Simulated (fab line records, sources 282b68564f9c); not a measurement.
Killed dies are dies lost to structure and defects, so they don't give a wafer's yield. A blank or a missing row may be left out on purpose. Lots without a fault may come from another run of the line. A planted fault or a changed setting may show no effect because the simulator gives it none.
fab line records | flow rit_cmos | part 2 of 2: steps 33 to 33 of 33
record lots=5 wafers=23
route steps=202 shown ACTIVE@4 FOX2@25 NWELL@30 PWELL@47 NRETRO@54 GATE@91 M1@202
start_h: hours from the record's first day to the start of the lot's first wafer shown | wait_h: hours since the lot's step before | " the same as in the row above | L1.1+2: a row that stands for several wafers | - no value, or no start given | * or withheld: withheld | < > ~ a bound
route shown NAME@n: a module of which the file shows steps, and the number in the route of the first | usual: mean/standard deviation of fault-free wafers | same: alike in all rows | chamber/n: place in a boat | sites: the reading at each site | _std_site: their standard deviation | _edge_site: outer sites' mean less inner sites' | radius_mm: how far each site lies from the wafer's centre | mask NAME#n: copy n | behind: the tool/chamber that last shaped the wafer | hold: why the lot was held/for how many hours/how that ended | device: the transistor (n, p or np) that didn't switch | end of line: the same wafers' tests at the end of the route | a step without rows: its recipe alone | killed: dies lost to structure and defects at the first sort, not the wafer's yield | map: a wafer's dies, x killed, . not, _ none there
set.NAME: the setting as run; set.NAME@STEP: as run at that earlier step | model.NAME: the simulator's own value behind a step, which no gauge read
lots whose settings were changed on purpose; a table a step, a row a wafer
## steps
# step RIT_M1_PROBE_99
# usual killed_at_M0_to_M3=0.1/0.28 killed_at_contacts=0.1/0.23 killed_at_front_end=7.5/2.7 killed_dies=7.6/2.6 killed_open=3.9/1.6 killed_short=3.6/2
# same gross_dies=264 killed_at_M4_up=0 killed_at_back_side=0 killed_at_other=0
# columns lot.wafer tool chamber start_h wait_h set.develop_time_s@GATE_DEVELOP_15 killed_at_M0_to_M3 killed_at_contacts killed_at_front_end killed_dies killed_open killed_short model.etest.nmos_0p15.drive_ua_um model.etest.nmos_0p15.r_on_ohm_um model.etest.nmos_0p3.r_on_ohm_um model.etest.pmos_0p15.drive_ua_um model.etest.pmos_0p15.r_on_ohm_um model.etest.pmos_0p3.r_on_ohm_um model.etest.pmos_turned.r_on_ohm_um
L074.1 prober-02 - 64.18 0.1 50 0 0 7 7 3 4 474.9 1081 2103 245.7 2812 6345 3536
L074.2 prober-02 - 64.23 0.1 44.68 0 0 25 25 4 4 406.7 1231 2254 207.9 3257 6828 3982
L074.3 prober-02 - 64.28 0.2 50 0 0 8 8 4 4 485.6 1084 2094 250.3 2810 6319 3490
L074.5 prober-02 - 64.38 0.2 44.68 0 0 34 34 5 1 409.7 1234 2244 210.3 3270 6764 3967
L074.6 prober-02 - 64.43 0.2 50 0 0 6 6 3 3 485.1 1075 2106 252.3 2752 6279 3459
L076.2 prober-02 - 80.11 0.1 50 0 0 6 6 1 5 470.4 1116 2185 257.9 2760 6294 3424
L076.5 prober-02 - 80.26 0.2 50 0 0 7 7 6 1 458 1108 2157 251.4 2767 6308 3400
L076.6 prober-02 - 80.31 0.2 50 0 0 7 7 6 1 456.3 1132 2190 251.4 2799 6345 3431
L080.1 prober-02 - 92.92 0.1 50 0 0 9 9 4 5 492.1 1085 2101 263 2710 6185 3362
L080.2 prober-02 - 92.97 0.1 50 0 0 11 11 4 7 490.1 1108 2131 264.3 2775 6232 3433
L080.3 prober-02 - 93.02 0.2 44.75 0 0 11 11 5 1 418.8 1260 2270 222.9 3130 6611 3813
L080.4 prober-02 - 93.07 0.2 50 0 0 10 10 6 4 479.1 1104 2162 256.2 2776 6298 3505
L080.5 prober-02 - 93.12 0.2 44.75 0 0 3 3 2 1 427.4 1199 2207 225.5 3116 6557 3814
L083.1 prober-01 - 105.07 0.1 50 2 0 4 6 3 1 463.1 1158 2197 249.7 2832 6396 3497
L083.2 prober-01 - 105.12 0.1 42.56 1 0 186 187 3 2 382.7 1288 2302 195.1 3478 7058 4119
L083.3 prober-01 - 105.17 0.2 50 0 0 9 9 5 4 485.2 1075 2102 249.8 2784 6430 3480
L083.4 prober-01 - 105.22 0.2 42.56 0 0 189 189 3 1 373.3 1333 2370 194.5 3495 7103 4175
L083.5 prober-01 - 105.27 0.2 42.56 0 0 192 192 3 2 372 1332 2384 192.2 3470 7102 4172
L085.1 prober-01 - 112.95 0.1 53.82 0 0 9 9 3 5 544.5 996.6 2013 289.6 2474 6027 3173
L085.2 prober-01 - 113.00 0.1 50 0 0 10 10 4 6 478 1095 2085 254.9 2791 6221 3520
L085.3 prober-01 - 113.05 0.2 53.82 0 0 9 9 4 5 529.4 1020 2030 285.9 2522 5992 3211
L085.4 prober-01 - 113.10 0.2 50 0 0 13 13 6 7 478.6 1111 2105 253 2797 6235 3508
L085.6 prober-01 - 113.20 0.2 50 0 1 8 9 6 3 485.7 1075 2086 254.7 2790 6301 3511
# killed by level:class
L074.1 FOX1:geometric_particle:short=4 SPACER:geometric_particle:open=1 GATE:geometric_particle:open=1 SILICIDE:geometric_particle:open=1
L074.2 GATE:area_develop=17 FOX1:geometric_particle:short=3 REOX:geometric_particle:open=2 FOX2:geometric_particle:open=1 GATE:geometric_particle:open=1 SPACER:geometric_particle:short=1
L074.3 FOX2:geometric_particle:short=2 GATE:geometric_particle:open=2 FOX1:geometric_particle:open=1 REOX:geometric_particle:short=1 SILICIDE:geometric_particle:short=1 SILICIDE:geometric_particle:open=1
L074.5 GATE:area_develop=28 FOX1:geometric_particle:open=2 SPACER:geometric_particle:open=2 FOX2:geometric_particle:open=1 SPACER:geometric_particle:short=1
L074.6 GATE:geometric_particle:open=2 GATE:geometric_particle:short=2 REOX:geometric_particle:open=1 SPACER:geometric_particle:short=1
L076.2 GATE:geometric_particle:short=3 REOX:geometric_particle:short=1 REOX:geometric_particle:open=1 SILICIDE:geometric_particle:short=1
L076.5 GATE:geometric_particle:open=2 REOX:geometric_particle:open=2 SILICIDE:geometric_particle:open=2 GATE:geometric_particle:short=1
L076.6 SPACER:geometric_particle:open=4 GATE:geometric_particle:open=2 GATE:geometric_particle:short=1
L080.1 SILICIDE:geometric_particle:short=3 FOX1:geometric_particle:open=2 FOX2:geometric_particle:open=2 GATE:geometric_particle:short=2
L080.2 GATE:geometric_particle:short=2 SPACER:geometric_particle:short=2 SILICIDE:geometric_particle:open=2 SILICIDE:geometric_particle:short=2 FOX1:geometric_particle:short=1 FOX2:geometric_particle:open=1 GATE:geometric_particle:open=1
L080.3 GATE:area_develop=5 GATE:geometric_particle:open=2 REOX:geometric_particle:open=1 SPACER:geometric_particle:open=1 SILICIDE:geometric_particle:open=1 SILICIDE:geometric_particle:short=1
L080.4 GATE:geometric_particle:open=3 FOX1:geometric_particle:open=1 FOX2:geometric_particle:short=1 GATE:geometric_particle:short=1 SPACER:geometric_particle:short=1 SPACER:geometric_particle:open=1 SILICIDE:geometric_particle:open=1 SILICIDE:geometric_particle:short=1
L080.5 SPACER:geometric_particle:open=2 FOX2:geometric_particle:short=1
L083.1 SPACER:geometric_particle:open=2 M1:coat_microbubble_printed=2 FOX2:geometric_particle:short=1 FOX2:geometric_particle:open=1
L083.2 GATE:area_develop=181 FOX2:geometric_particle:open=1 GATE:geometric_particle:open=1 SPACER:geometric_particle:short=1 SPACER:geometric_particle:open=1 SILICIDE:geometric_particle:short=1 M1:coat_microbubble_printed=1
L083.3 SPACER:geometric_particle:open=3 SILICIDE:geometric_particle:short=3 FOX1:geometric_particle:open=1 FOX2:geometric_particle:short=1 GATE:geometric_particle:open=1
L083.4 GATE:area_develop=185 FOX1:geometric_particle:open=2 FOX2:geometric_particle:short=1 SILICIDE:geometric_particle:open=1
L083.5 GATE:area_develop=187 FOX2:geometric_particle:short=2 FOX2:geometric_particle:open=1 GATE:geometric_particle:open=1 SPACER:geometric_particle:open=1
L085.1 FOX2:geometric_particle:open=2 REOX:geometric_particle:short=2 FOX1:geometric_particle:short=1 GATE:geometric_particle:short=1 REOX:geometric_particle:open=1 SPACER:geometric_particle:short=1 GATE:area_develop=1
L085.2 FOX1:geometric_particle:short=2 GATE:geometric_particle:short=2 SPACER:geometric_particle:short=2 GATE:geometric_particle:open=1 REOX:geometric_particle:open=1 SPACER:geometric_particle:open=1 SILICIDE:geometric_particle:open=1
L085.3 REOX:geometric_particle:open=2 FOX1:geometric_particle:short=1 GATE:geometric_particle:open=1 FOX2:geometric_particle:short=1 GATE:geometric_particle:short=1 REOX:geometric_particle:short=1 SPACER:geometric_particle:short=1 SPACER:geometric_particle:open=1
L085.4 FOX2:geometric_particle:short=2 GATE:geometric_particle:open=2 REOX:geometric_particle:open=2 SILICIDE:geometric_particle:short=2 FOX1:geometric_particle:open=1 FOX2:geometric_particle:open=1 REOX:geometric_particle:short=1 GATE:geometric_particle:short=1
L085.6 REOX:geometric_particle:open=3 FOX1:geometric_particle:short=1 FOX1:geometric_particle:open=1 GATE:geometric_particle:short=1 REOX:geometric_particle:short=1 SPACER:geometric_particle:open=1 CONTACT:geometric_particle:open=1
## key
split step=RIT_ACTIVE_CVD_03 setting=temp_c stated=810 by=lot
response step=RIT_ACTIVE_CVD_03 reading=model.Si3N4_of_ACTIVE_CVD_03.thk_nm change=+20.7 per=1% r=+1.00
response step=RIT_ACTIVE_THK_MEAS_04 reading=ACTIVE_NITRIDE_THK change=+20.7 per=1% r=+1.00
response step=RIT_ACTIVE_ETCH_13 reading=oes_product_au change=+0.0527 per=1% r=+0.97
split step=RIT_ACTIVE_EXPOSE_08 setting=dose_mj stated=225 by=wafer
response step=RIT_ACTIVE_CD_MEAS_11 reading=cd_nm change=-2.87 per=1% r=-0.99
response step=RIT_ACTIVE_ETCH_13 reading=model.ACTIVE.cd_nm change=-2.89 per=1% r=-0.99
response step=RIT_ACTIVE_CD_MEAS_90 reading=cd_nm change=-2.93 per=1% r=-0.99
split step=RIT_ACTIVE_ETCH_13 setting=over_etch_frac stated=0.4 by=wafer
response step=RIT_ACTIVE_ETCH_13 reading=model.SiO2_of_ACTIVE_OXIDATION_01.thk_nm change=-0.177 per=1% r=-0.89
response step=RIT_FOX2_WET_ETCH_03 reading=model.SiO2_of_ACTIVE_OXIDATION_01.thk_nm change=-0.157 per=1% r=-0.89
split step=RIT_NWELL_SOFTBAKE_02 setting=temp_c stated=90 by=wafer
response step=RIT_NWELL_DEVELOP_05 reading=model.NOVOLAK_of_NWELL_COAT_01.thk_nm change=-3.5 per=1% r=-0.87
split step=RIT_NWELL_IMPLANT_08 setting=energy_kev stated=170 by=wafer
response step=RIT_NWELL_IMPLANT_08 reading=model.implant.rp_nm change=+2.19 per=1% r=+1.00
response step=RIT_NWELL_IMPLANT_08 reading=model.implant.drp_nm change=+0.511 per=1% r=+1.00
response step=RIT_NWELL_TW_MEAS_10 reading=NWELL_TW change=+5.43 per=1% r=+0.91
split step=RIT_PWELL_IMPLANT_08 setting=energy_kev stated=170 by=wafer
response step=RIT_PWELL_IMPLANT_08 reading=model.implant.drp_nm change=+0.359 per=1% r=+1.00
split step=RIT_NRETRO_COAT_01 setting=spin_rpm stated=2000 by=wafer
response step=RIT_NRETRO_COAT_01 reading=model.NOVOLAK_of_NRETRO_COAT_01.thk_nm change=-6.16 per=1% r=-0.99
response step=RIT_NRETRO_HARDBAKE_07 reading=model.NOVOLAK_of_NRETRO_COAT_01.thk_nm change=-5.31 per=1% r=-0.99
split step=RIT_NRETRO_IMPLANT_08 setting=dose_cm2 stated=1e+13 by=wafer
response step=RIT_NRETRO_TW_MEAS_10 reading=NRETRO_TW change=+3.07 per=1% r=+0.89
split step=RIT_GATE_DEVELOP_15 setting=develop_time_s stated=50 by=wafer
response step=RIT_GATE_ETCH_19 reading=model.GATE.cd_nm change=-1.6 per=1% r=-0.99
response step=RIT_M1_PROBE_99 reading=model.etest.pmos_0p3.r_on_ohm_um change=-41 per=1% r=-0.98
response step=RIT_M1_PROBE_99 reading=model.etest.pmos_turned.r_on_ohm_um change=-42.7 per=1% r=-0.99
response step=RIT_M1_PROBE_99 reading=model.etest.pmos_0p15.r_on_ohm_um change=-42.1 per=1% r=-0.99
response step=RIT_M1_PROBE_99 reading=model.etest.nmos_0p15.r_on_ohm_um change=-13.2 per=1% r=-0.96
response step=RIT_M1_PROBE_99 reading=model.etest.nmos_0p3.r_on_ohm_um change=-12.4 per=1% r=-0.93
response step=RIT_M1_PROBE_99 reading=model.etest.nmos_0p15.drive_ua_um change=+6.65 per=1% r=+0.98
response step=RIT_M1_PROBE_99 reading=model.etest.pmos_0p15.drive_ua_um change=+3.78 per=1% r=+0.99
